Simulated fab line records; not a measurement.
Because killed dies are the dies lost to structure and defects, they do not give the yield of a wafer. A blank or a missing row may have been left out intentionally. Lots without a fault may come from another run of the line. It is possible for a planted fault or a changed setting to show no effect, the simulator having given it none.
fab line records ; flow rit-cmos
record: lots: 6; wafers: 18; last-day: 8
route steps=202 shown SPACER@127 NSD@131 PSD@143 SDANNEAL@153 M1@202
lots with no fault: from the same line, run without faults
start-h: hours from the record's opening day to when the first of the lot's shown wafers began ; wait-h: hours elapsed since this lot's preceding step ; " as in the row above ; L1.1+2: a single row standing in for several wafers ; - no value present, or no start provided ; * or withheld: withheld ; < > ~ a bound
route shown NAME@n: a module of which the file shows steps, and the number in the route of the first ; usual: average and standard deviation across the fault-free wafers ; same: alike in all rows ; chamber/n: place in a boat ; sites: per-site readings ; _std_site: the values' standard deviation ; _edge_site: inner sites' mean taken away from outer sites' mean ; radius-mm: for every site, how far away it sits from the centre of the wafer ; mask NAME#n: copy n ; behind: the last tool/chamber to shape the wafer ; hold: reason for holding the lot/hours on hold/outcome of the hold ; device: which transistor (n, p or np) failed to switch ; end of line: at the end of the route, the tests of the same wafers ; where a step has no rows: the recipe by itself ; killed: count of dies lost to structure and defects at first sort (not the wafer's yield) ; map: a wafer's dies, marking killed ones x, the rest . and places with no die _
set.NAME: the setting the step ran with; set.NAME@STEP: the setting that earlier step ran with ; model.NAME: the simulator's own value behind a step, which no gauge read
a table for each step, a row for each wafer; lots at some steps of the route
services: from which hour (start-h, from the record's first day; less than 0 if before it) a tool's chamber was out of use, for how many hours, and why
== steps ==
step: RIT_SPACER_CLEAN_02
recipe: chemistry: SC2; mix: 3:3:50; time-s: 600; temp-c: 75; dry: n2-spin
step: RIT_SPACER_CVD_03
recipe: material: Si3N4; target-thk-nm: 250; temp-c: 810; precursor: SiH2Cl2/NH3; time-s: 3300; pressure-mtorr: 300; sih2cl2-flow-sccm: 60; nh3-flow-sccm: 150
step: RIT_SPACER_THK_MEAS_04
recipe: reads: Si3N4_of_SPACER_CVD_03
usual: SPACER_NITRIDE_THK: 250.2/2.7
lot.wafer;tool;chamber;start-h;wait-h;SPACER_NITRIDE_THK[nm]
L572.1;film-metro-03;-;64.94;0.0;250.7
L572.2;film-metro-03;-;64.94;0.0;252.0
L572.3;film-metro-03;-;64.94;0.0;251.2
L573.1;film-metro-02;-;65.18;0.0;251.6
L573.2;film-metro-02;-;65.18;0.0;254.0
L573.6;film-metro-02;-;65.18;0.0;254.8
L581.1;film-metro-02;-;107.80;0.0;250.7
L581.2;film-metro-02;-;107.80;0.0;251.8
L581.6;film-metro-02;-;107.80;0.0;252.3
L584.1;film-metro-04;-;121.92;0.0;253.5
L584.5;film-metro-04;-;121.92;0.0;251.6
L584.6;film-metro-04;-;121.92;0.0;251.2
L586.1;film-metro-04;-;129.77;0.0;251.2
L586.2;film-metro-04;-;129.77;0.0;250.6
L586.3;film-metro-04;-;129.77;0.0;248.5
L593.3;film-metro-04;-;169.79;0.0;250.8
L593.5;film-metro-04;-;169.79;0.0;251.0
L593.6;film-metro-04;-;169.79;0.0;252.1
step: RIT_SPACER_ETCHBACK_05
recipe: target-depth-a: 2500; SF6_flow_sccm: 30; CHF3_flow_sccm: 30; target: Si3N4; chemistry: SF6/CHF3; pressure-mtorr: 40; rf-w: 250; time-s: 240; stop-on: SiO2
usual: drypump-motor-current-A: 5.8/0.47; oes-product-au: 0.849/0.013; throttle-valve-pct: 10.30/0.16
lot.wafer;tool;chamber;start-h;wait-h;drypump-motor-current-A;oes-product-au;rf-hours-counter-h;throttle-valve-pct
L572.1;rie-diel-02;3;65.00;0.1;5.1;0.870;69;10.19
L572.2;rie-diel-02;0;65.00;0.1;6.1;0.829;41;10.45
L572.3;rie-diel-02;2;65.00;0.1;5.7;0.845;35;10.32
L573.1;rie-diel-01;3;65.24;0.1;6.1;0.856;17;10.11
L573.2;rie-diel-01;0;65.24;0.1;6.4;0.865;5;10.48
L573.6;rie-diel-01;2;65.24;0.1;5.1;0.875;-;10.33
L581.1;rie-diel-02;2;107.86;0.1;5.7;0.845;36;10.33
L581.2;rie-diel-02;0;107.86;0.1;6.1;0.834;41;10.45
L581.6;rie-diel-02;1;107.86;0.1;6.4;0.849;-;10.49
L584.1;rie-diel-01;0;121.98;0.1;6.4;0.864;7;10.47
L584.5;rie-diel-01;1;121.98;0.1;6.2;0.842;-;10.06
L584.6;rie-diel-01;2;121.98;0.1;5.1;0.873;-;10.32
L586.1;rie-diel-02;1;129.83;0.1;6.4;0.853;2;10.48
L586.2;rie-diel-02;2;129.83;0.1;5.7;0.836;37;10.33
L586.3;rie-diel-02;3;129.83;0.1;5.1;0.861;70;10.19
L593.3;rie-diel-01;1;169.83;0.0;6.3;0.850;6;10.07
L593.5;rie-diel-01;2;169.83;0.0;5.1;0.839;-;10.33
L593.6;rie-diel-01;1;169.83;0.0;6.3;0.843;-;10.07
step: RIT_NSD_HMDS_00
recipe: prime-time-s: 60; prime-temp-c: 140
step: RIT_NSD_COAT_01
recipe: resist: NOVOLAK; spin-rpm: 3250; resist-thk-nm: 1000
step: RIT_NSD_SOFTBAKE_02
recipe: resist: NOVOLAK; temp-c: 90; time-s: 60
step: RIT_NSD_EXPOSE_03
recipe: mask-id: M9; na: 0.57; target-cd-nm: 40700; dose-mj: 250
step: RIT_NSD_PEB_04
recipe: resist: NOVOLAK; temp-c: withheld; time-s: withheld
step: RIT_NSD_DEVELOP_05
recipe: resist: NOVOLAK; develop-time-s: 50; dev-temp-c: 23.85
step: RIT_NSD_OVL_MEAS_06
usual: NSD_OVL: 0.3/1.5
lot.wafer;tool;chamber;start-h;wait-h;NSD_OVL[nm]
L572.1;overlay-01;-;66.12;-;-0.5
L572.2;overlay-01;-;66.12;-;-0.1
L572.3;overlay-01;-;66.12;-;-1.3
L573.1;overlay-01;-;66.37;-;3.3
L573.2;overlay-01;-;66.37;-;5.0
L573.6;overlay-01;-;66.37;-;2.4
L581.1;overlay-01;-;108.86;-;3.1
L581.2;overlay-01;-;108.86;-;1.7
L581.6;overlay-01;-;108.86;-;3.4
L584.1;overlay-01;-;122.98;-;1.8
L584.5;overlay-01;-;122.98;-;-1.0
L584.6;overlay-01;-;122.98;-;0.4
L586.1;overlay-02;-;130.88;-;0.0
L586.2;overlay-02;-;130.88;-;-1.4
L586.3;overlay-02;-;130.88;-;-0.6
L593.3;overlay-01;-;170.84;-;1.5
L593.5;overlay-01;-;170.84;-;0.6
L593.6;overlay-01;-;170.84;-;5.1
step: RIT_NSD_HARDBAKE_07
recipe: resist: NOVOLAK; temp-c: 140; time-s: 60
step: RIT_NSD_IMPLANT_08
recipe: species: P; energy-kev: 25; dose-cm2: 1e+15; tilt-deg: 7
usual: beam-on-s: 10.01/0.22; faraday-current-uA: 3132/69
lot.wafer;tool;chamber;start-h;wait-h;beam-on-s;faraday-current-uA
L572.1;implanter-03;0;66.31;0.1;10.34;3032
L572.2;implanter-03;0;66.31;0.1;9.93;3146
L572.3;implanter-03;0;66.31;0.1;9.90;3153
L573.1;implanter-01;0;66.55;0.1;10.08;3114
L573.2;implanter-01;0;66.55;0.1;10.39;3001
L573.6;implanter-01;0;66.55;0.1;9.91;3173
L581.1;implanter-01;0;109.05;0.1;14.35;2174
L581.2;implanter-01;0;109.05;0.1;14.70;2124
L581.6;implanter-01;0;109.05;0.1;14.30;2193
L584.1;implanter-01;0;123.17;0.1;14.29;2187
L584.5;implanter-01;0;123.17;0.1;14.61;2145
L584.6;implanter-01;0;123.17;0.1;14.49;2158
L586.1;implanter-02;0;131.06;0.1;10.47;2987
L586.2;implanter-02;0;131.06;0.1;9.90;3163
L586.3;implanter-02;0;131.06;0.1;10.22;3066
L593.3;implanter-03;0;171.07;0.1;9.94;3144
L593.5;implanter-03;0;171.07;0.1;10.26;3048
L593.6;implanter-03;0;171.07;0.1;10.15;3092
step: RIT_NSD_STRIP_09
recipe: chemistry: O2; time-s: 180; resist: NOVOLAK; platen-temp-c: withheld; power-w: 500; pressure-mtorr: 4000; o2-flow-sccm: 4000
usual: drypump-motor-current-A: 5.92/0.24; o2-flow-sccm: 3999/13
lot.wafer;tool;chamber;start-h;wait-h;drypump-motor-current-A;o2-flow-sccm;rf-hours-counter-h
L572.1;plasma-asher-01;1;66.46;0.1;6.45;4029;42
L572.2;plasma-asher-01;0;66.46;0.1;5.73;3989;42
L572.3;plasma-asher-01;1;66.46;0.1;6.42;3998;-
L573.1;plasma-asher-02;0;66.70;0.1;5.79;3999;45
L573.2;plasma-asher-02;1;66.70;0.1;5.91;3987;45
L573.6;plasma-asher-02;0;66.70;0.1;5.75;3983;-
L581.1;plasma-asher-03;0;109.20;0.1;5.82;3993;47
L581.2;plasma-asher-03;1;109.20;0.1;5.78;4012;47
L581.6;plasma-asher-03;1;109.20;0.1;5.76;3990;-
L584.1;plasma-asher-02;1;123.32;0.1;5.93;3995;51
L584.5;plasma-asher-02;0;123.32;0.1;5.79;4024;-
L584.6;plasma-asher-02;1;123.32;0.1;5.96;4012;-
L586.1;plasma-asher-01;0;131.21;0.1;5.70;4009;2
L586.2;plasma-asher-01;1;131.21;0.1;6.45;3992;2
L586.3;plasma-asher-01;0;131.21;0.1;5.73;4011;-
L593.3;plasma-asher-01;0;171.23;0.1;5.74;3996;-
L593.5;plasma-asher-01;1;171.23;0.1;6.42;4003;-
L593.6;plasma-asher-01;0;171.23;0.1;5.75;3997;-
step: RIT_NSD_TW_MEAS_10
usual: NSD_TW: 3100/19
lot.wafer;tool;chamber;start-h;wait-h;hold;NSD_TW
L572.1;film-metro-04;-;66.64;0.1;-;3066
L572.2;film-metro-04;-;66.64;0.1;-;3074
L572.3;film-metro-04;-;66.64;0.1;-;3067
L573.1;film-metro-03;-;66.88;0.1;-;3096
L573.2;film-metro-03;-;66.88;0.1;-;3113
L573.6;film-metro-03;-;66.88;0.1;-;3095
L581.1;film-metro-01;-;109.37;0.1;await-dispo/0.2h/release;3329
L581.2;film-metro-01;-;109.37;0.1;await-dispo/0.2h/release;3317
L581.6;film-metro-01;-;109.37;0.1;await-dispo/0.2h/release;3305
L581.1;film-metro-01;-;109.60;0.2;-;3315
L581.2;film-metro-01;-;109.60;0.2;-;3310
L581.6;film-metro-01;-;109.60;0.2;-;3304
L584.1;film-metro-04;-;123.49;0.1;await-dispo/0.2h/release;3328
L584.5;film-metro-04;-;123.49;0.1;await-dispo/0.2h/release;3315
L584.6;film-metro-04;-;123.49;0.1;await-dispo/0.2h/release;3341
L584.1;film-metro-04;-;123.72;0.2;-;3348
L584.5;film-metro-04;-;123.72;0.2;-;3326
L584.6;film-metro-04;-;123.72;0.2;-;3323
L586.1;film-metro-04;-;131.39;0.1;-;3104
L586.2;film-metro-04;-;131.39;0.1;-;3093
L586.3;film-metro-04;-;131.39;0.1;-;3085
L593.3;film-metro-01;-;171.37;0.1;-;3134
L593.5;film-metro-01;-;171.37;0.1;-;3133
L593.6;film-metro-01;-;171.37;0.1;-;3137
step: RIT_PSD_COAT_01
recipe: resist: NOVOLAK; spin-rpm: 3250; resist-thk-nm: 1000
step: RIT_PSD_SOFTBAKE_02
recipe: resist: NOVOLAK; temp-c: 90; time-s: 60
step: RIT_PSD_EXPOSE_03
recipe: mask-id: M10; na: 0.57; target-cd-nm: 40900; dose-mj: 250
step: RIT_PSD_PEB_04
recipe: resist: NOVOLAK; temp-c: withheld; time-s: withheld
step: RIT_PSD_DEVELOP_05
recipe: resist: NOVOLAK; develop-time-s: 50; dev-temp-c: 23
step: RIT_PSD_OVL_MEAS_06
usual: PSD_OVL: -0.5/1.5
lot.wafer;tool;chamber;start-h;wait-h;PSD_OVL[nm]
L572.1;overlay-01;-;67.55;-;0.3
L572.2;overlay-01;-;67.55;-;-0.2
L572.3;overlay-01;-;67.55;-;0.8
L573.1;overlay-01;-;68.11;-;-1.7
L573.2;overlay-01;-;68.11;-;-0.2
L573.6;overlay-01;-;68.11;-;1.4
L581.1;overlay-02;-;114.13;-;-1.4
L581.2;overlay-02;-;114.13;-;-0.7
L581.6;overlay-02;-;114.13;-;1.7
L584.1;overlay-02;-;132.30;-;-0.8
L584.5;overlay-02;-;132.30;-;-1.0
L584.6;overlay-02;-;132.30;-;-0.9
L586.1;overlay-01;-;132.30;-;2.9
L586.2;overlay-01;-;132.30;-;0.8
L586.3;overlay-01;-;132.30;-;1.0
L593.3;overlay-01;-;172.40;-;0.5
L593.5;overlay-01;-;172.40;-;-0.5
L593.6;overlay-01;-;172.40;-;1.6
step: RIT_PSD_HARDBAKE_07
recipe: resist: NOVOLAK; temp-c: 140; time-s: 60
step: RIT_PSD_IMPLANT_08
recipe: species: BF2; energy-kev: 27; dose-cm2: 5e+15; tilt-deg: 7
step: RIT_PSD_STRIP_09
recipe: chemistry: O2; time-s: 180; resist: NOVOLAK; platen-temp-c: withheld; power-w: 500; pressure-mtorr: 4000; o2-flow-sccm: 4000
usual: drypump-motor-current-A: 6.2/0.35; o2-flow-sccm: 4000/12
lot.wafer;tool;chamber;start-h;wait-h;drypump-motor-current-A;o2-flow-sccm;rf-hours-counter-h
L572.1;plasma-asher-04;0;68.07;0.1;6.7;4021;23
L572.2;plasma-asher-04;1;68.07;0.1;6.3;4011;23
L572.3;plasma-asher-04;0;68.07;0.1;6.7;3993;-
L573.1;plasma-asher-04;0;68.45;0.1;6.6;4010;23
L573.2;plasma-asher-04;1;68.45;0.1;6.3;3988;23
L573.6;plasma-asher-04;0;68.45;0.1;6.7;3982;-
L581.1;plasma-asher-04;1;114.63;0.2;6.4;3989;28
L581.2;plasma-asher-04;0;114.63;0.2;6.6;3994;28
L581.6;plasma-asher-04;0;114.63;0.2;6.7;4005;-
L586.1;plasma-asher-02;0;132.63;0.1;5.8;4003;52
L586.2;plasma-asher-02;1;132.63;0.1;6.0;3990;52
L586.3;plasma-asher-02;0;132.63;0.1;5.8;4027;-
L584.1;plasma-asher-04;1;132.69;0.2;6.3;4011;31
L584.5;plasma-asher-04;1;132.69;0.2;6.3;4023;-
L584.6;plasma-asher-04;0;132.69;0.2;6.6;4015;-
L593.3;plasma-asher-01;0;172.78;0.1;5.7;3988;-
L593.5;plasma-asher-01;0;172.78;0.1;5.7;3995;-
L593.6;plasma-asher-01;1;172.78;0.1;6.4;3986;-
step: RIT_PSD_TW_MEAS_10
usual: PSD_TW: 3404/19
lot.wafer;tool;chamber;start-h;wait-h;PSD_TW
L572.1;film-metro-01;-;68.24;0.1;3407
L572.2;film-metro-01;-;68.24;0.1;3434
L572.3;film-metro-01;-;68.24;0.1;3413
L573.1;film-metro-04;-;68.62;0.1;3363
L573.2;film-metro-04;-;68.62;0.1;3368
L573.6;film-metro-04;-;68.62;0.1;3359
L581.1;film-metro-03;-;114.81;0.1;3382
L581.2;film-metro-03;-;114.81;0.1;3376
L581.6;film-metro-03;-;114.81;0.1;3362
L586.1;film-metro-04;-;132.81;0.1;3382
L586.2;film-metro-04;-;132.81;0.1;3391
L586.3;film-metro-04;-;132.81;0.1;3389
L584.1;film-metro-04;-;132.87;0.1;3417
L584.5;film-metro-04;-;132.87;0.1;3409
L584.6;film-metro-04;-;132.87;0.1;3402
L593.3;film-metro-03;-;172.92;0.1;3425
L593.5;film-metro-03;-;172.92;0.1;3422
L593.6;film-metro-03;-;172.92;0.1;3424
step: RIT_SDANNEAL_CLEAN_00
recipe: chemistry: SC1; mix: 3:3:50; time-s: 600; temp-c: 75
step: RIT_SDANNEAL_CLEAN_01
recipe: chemistry: dHF; dilution: 50:1; time-s: 30
step: RIT_SDANNEAL_CLEAN_02
recipe: chemistry: SC2; mix: 3:3:50; time-s: 600; temp-c: 75; dry: n2-spin
step: RIT_SDANNEAL_RTA_03
recipe: temp-c: 1050; time-s: 5.174; idle-temp-c: 600; ramp-up-c-per-s: 342; ramp-down-c-per-s: 171; cool-to-c: 600; ambient: N2
usual: wafer_temp_C_max: 1053.5/1.2
lot.wafer;tool;chamber;start-h;wait-h;wafer_temp_C_max
L572.1;rtp-anneal-01;0;68.67;0.0;1053.1
L572.2;rtp-anneal-01;0;68.67;0.0;1051.9
L572.3;rtp-anneal-01;0;68.67;0.0;1053.5
L573.1;rtp-anneal-02;0;69.05;0.0;1054.9
L573.2;rtp-anneal-02;0;69.05;0.0;1053.2
L573.6;rtp-anneal-02;0;69.05;0.0;1054.0
L581.1;rtp-anneal-02;0;115.23;0.0;1052.3
L581.2;rtp-anneal-02;0;115.23;0.0;1054.0
L581.6;rtp-anneal-02;0;115.23;0.0;1054.7
L586.1;rtp-anneal-01;0;133.29;0.0;1051.7
L586.2;rtp-anneal-01;0;133.29;0.0;1055.4
L586.3;rtp-anneal-01;0;133.29;0.0;1053.2
L584.1;rtp-anneal-02;0;133.33;0.0;1054.4
L584.5;rtp-anneal-02;0;133.33;0.0;1054.1
L584.6;rtp-anneal-02;0;133.33;0.0;1054.9
L593.3;rtp-anneal-02;0;173.34;0.0;1055.1
L593.5;rtp-anneal-02;0;173.34;0.0;1052.4
L593.6;rtp-anneal-02;0;173.34;0.0;1054.1
step: RIT_SDANNEAL_RS_MEAS_04
recipe: thk-meas-gauge: four-point-probe
usual: PSD_RS: 115.5/0.34
lot.wafer;tool;chamber;start-h;wait-h;PSD_RS[ohm/sq]
L572.1;film-metro-04;-;68.78;0.1;115.9
L572.2;film-metro-04;-;68.78;0.1;115.9
L572.3;film-metro-04;-;68.78;0.1;116.0
L573.1;film-metro-03;-;69.11;0.0;114.9
L573.2;film-metro-03;-;69.11;0.0;115.4
L573.6;film-metro-03;-;69.11;0.0;115.4
L581.1;film-metro-01;-;115.29;0.0;115.1
L581.2;film-metro-01;-;115.29;0.0;115.2
L581.6;film-metro-01;-;115.29;0.0;115.2
L586.1;film-metro-04;-;133.34;0.0;115.2
L586.2;film-metro-04;-;133.34;0.0;114.9
L586.3;film-metro-04;-;133.34;0.0;115.3
L584.1;film-metro-03;-;133.39;0.0;115.9
L584.5;film-metro-03;-;133.39;0.0;115.6
L584.6;film-metro-03;-;133.39;0.0;115.3
L593.3;film-metro-01;-;173.42;0.1;115.4
L593.5;film-metro-01;-;173.42;0.1;115.8
L593.6;film-metro-01;-;173.42;0.1;115.8
step: RIT_SDANNEAL_RS_MEAS_05
recipe: thk-meas-gauge: four-point-probe
usual: NSD_RS: 84.46/0.28
lot.wafer;tool;chamber;start-h;wait-h;hold;NSD_RS[ohm/sq]
L572.1;film-metro-04;-;68.90;0.1;-;84.55
L572.2;film-metro-04;-;68.90;0.1;-;84.84
L572.3;film-metro-04;-;68.90;0.1;-;84.65
L573.1;film-metro-03;-;69.23;0.1;-;84.21
L573.2;film-metro-03;-;69.23;0.1;-;84.24
L573.6;film-metro-03;-;69.23;0.1;-;84.26
L581.1;film-metro-01;-;115.41;0.1;await-dispo/0.2h/release;64.37
L581.2;film-metro-01;-;115.41;0.1;await-dispo/0.2h/release;64.34
L581.6;film-metro-01;-;115.41;0.1;await-dispo/0.2h/release;64.44
L581.1;film-metro-01;-;115.70;0.3;-;64.42
L581.2;film-metro-01;-;115.70;0.3;-;64.32
L581.6;film-metro-01;-;115.70;0.3;-;64.34
L586.1;film-metro-04;-;133.46;0.1;-;84.46
L586.2;film-metro-04;-;133.46;0.1;-;84.50
L586.3;film-metro-04;-;133.46;0.1;-;84.36
L584.1;film-metro-03;-;133.60;0.2;await-dispo/0.2h/release;64.23
L584.5;film-metro-03;-;133.60;0.2;await-dispo/0.2h/release;64.26
L584.6;film-metro-03;-;133.60;0.2;await-dispo/0.2h/release;64.19
L584.1;film-metro-03;-;133.88;0.3;-;64.21
L584.5;film-metro-03;-;133.88;0.3;-;64.29
L584.6;film-metro-03;-;133.88;0.3;-;64.15
L593.3;film-metro-01;-;173.54;0.1;-;84.20
L593.5;film-metro-01;-;173.54;0.1;-;84.07
L593.6;film-metro-01;-;173.54;0.1;-;84.02
step: RIT_M1_PROBE_99
usual: defect-limited-yield: 97.1/1.1; killed-at-front-end: 7.5/2.8; killed-dies: 7.6/2.9; killed-open: 3.7/2; killed-short: 3.8/2; sort_bin_3_pad_short: 0.1/0.25; sort_bin_5_function: 1.6/0.85; sort_bin_6_memory: 1.1/0.62; sort-n-pass: 256.4/2.9; sort-yield-pct: 97.1/1.1
same: gross-dies: 264; killed_at_M0_to_M3: 0; killed_at_M4_up: 0; killed-at-back-side: 0; killed-at-contacts: 0; killed-at-other: 0
lot.wafer;tool;chamber;start-h;wait-h;defect-limited-yield[%];killed-at-front-end;killed-dies;killed-open;killed-short;sort_bin_3_pad_short[%];sort_bin_5_function[%];sort_bin_6_memory[%];sort-n-pass;sort-yield-pct[%]
L572.1;prober-02;-;76.40;0.1;95.8;11;11;4;7;0.4;2.7;1.1;253.0;95.8
L572.2;prober-02;-;76.45;0.1;97.3;7;7;2;5;1.1;1.1;0.4;257.0;97.3
L572.3;prober-02;-;76.50;0.2;96.2;10;10;6;4;0;2.3;1.5;254.0;96.2
L573.1;prober-01;-;77.90;0.1;97.7;6;6;3;3;0.4;1.1;0.8;258.0;97.7
L573.2;prober-01;-;77.95;0.1;98.1;5;5;3;2;0;0.8;1.1;259.0;98.1
L573.6;prober-01;-;78.15;0.2;98.5;4;4;3;1;0;0;1.5;260.0;98.5
L593.3;prober-02;-;180.73;0.2;96.2;10;10;5;5;0;1.1;2.7;254.0;96.2
L593.5;prober-02;-;180.83;0.2;97.0;8;8;1;7;0;2.7;0.4;256.0;97.0
L593.6;prober-02;-;180.88;0.2;95.1;13;13;7;6;0.8;3.0;1.1;251.0;95.1
killed by level:class
L572.1 GATE:geometric-particle:short=6 REOX:geometric-particle:open=2 GATE:geometric-particle:open=1 SILICIDE:geometric-particle:short=1 SILICIDE:geometric-particle:open=1
L572.2 GATE:geometric-particle:open=2 SILICIDE:geometric-particle:short=2 FOX2:geometric-particle:short=1 GATE:geometric-particle:short=1 SPACER:geometric-particle:short=1
L572.3 GATE:geometric-particle:open=3 FOX1:geometric-particle:open=2 GATE:geometric-particle:short=2 REOX:geometric-particle:short=1 REOX:geometric-particle:open=1 SILICIDE:geometric-particle:short=1
L573.1 FOX2:geometric-particle:open=1 GATE:geometric-particle:open=1 GATE:geometric-particle:short=1 REOX:geometric-particle:short=1 SPACER:geometric-particle:open=1 SILICIDE:geometric-particle:short=1
L573.2 FOX1:geometric-particle:open=1 GATE:geometric-particle:open=1 SPACER:geometric-particle:short=1 SPACER:geometric-particle:open=1 SILICIDE:geometric-particle:short=1
L573.6 GATE:geometric-particle:open=2 SILICIDE:geometric-particle:short=1 SILICIDE:geometric-particle:open=1
L593.3 FOX1:geometric-particle:open=3 GATE:geometric-particle:short=3 GATE:geometric-particle:open=2 FOX2:geometric-particle:short=1 SPACER:geometric-particle:short=1
L593.5 GATE:geometric-particle:short=4 SPACER:geometric-particle:short=2 GATE:geometric-particle:open=1 REOX:geometric-particle:short=1
L593.6 GATE:geometric-particle:short=3 FOX1:geometric-particle:open=2 GATE:geometric-particle:open=2 SPACER:geometric-particle:open=2 ACTIVE:geometric-particle:open=1 FOX2:geometric-particle:short=1 REOX:geometric-particle:short=1 SPACER:geometric-particle:short=1
== services ==
tool;chamber;start-h;hours;kind
plasma-asher-02;-;72.58;11.4;pm
implanter-03;-;78.52;5.1;repair
rie-diel-02;3;100.56;8.9;repair
plasma-asher-01;-;108.75;9.0;pm
plasma-asher-01;0;108.75;9.0;vent-cycle
plasma-asher-01;1;108.75;9.0;vent-cycle
plasma-asher-03;-;110.39;7.6;repair
plasma-asher-01;0;117.75;-;clean
plasma-asher-01;1;117.75;-;clean
implanter-03;-;121.64;3.7;repair
rie-diel-01;2;130.62;-;clean
rie-diel-01;2;130.62;23.5;scheduled-down
rie-diel-01;2;130.62;23.5;vent-cycle
implanter-03;-;134.88;18.7;repair
rtp-anneal-02;-;147.55;5.6;pm
implanter-02;-;155.88;8.4;repair
plasma-asher-04;-;158.88;1.4;repair
plasma-asher-03;-;162.43;1.9;repair
implanter-02;-;163.87;1.5;repair
implanter-01;-;169.80;2.1;repair
implanter-03;-;172.34;7.3;repair
== key ==
first-sign: step: RIT_NSD_IMPLANT_08; reading: beam-on-s; direction: up; sigmas: 20; usual: 10.01; struck: 14.46
effect: step: RIT_NSD_IMPLANT_08; reading: faraday-current-uA; direction: down; sigmas: 14; usual: 3132; struck: 2163
effect: step: RIT_NSD_TW_MEAS_10; reading: visit; direction: added
effect: step: RIT_NSD_TW_MEAS_10; reading: NSD_TW; direction: up; sigmas: 12; usual: 3100; struck: 3322
effect: step: RIT_SDANNEAL_RS_MEAS_05; reading: visit; direction: added
effect: step: RIT_SDANNEAL_RS_MEAS_05; reading: NSD_RS; direction: down; sigmas: 71; usual: 84.46; struck: 64.30
met-at RIT_NSD_IMPLANT_08
struck-wafers L581.1,L581.2,L581.6,L584.1,L584.5,L584.6
scrapped-behind RIT_SDANNEAL_RS_MEAS_05 L581.1,L581.2,L581.6,L584.1,L584.5,L584.6
onset-between 66.55 109.05
fault: kind: process-parameter-drift; tool: implanter-01; chamber: -; onset-h: 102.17; steps: RIT_NSD_IMPLANT_08; channel: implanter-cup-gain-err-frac; offset: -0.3; shape: step; end-h: 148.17
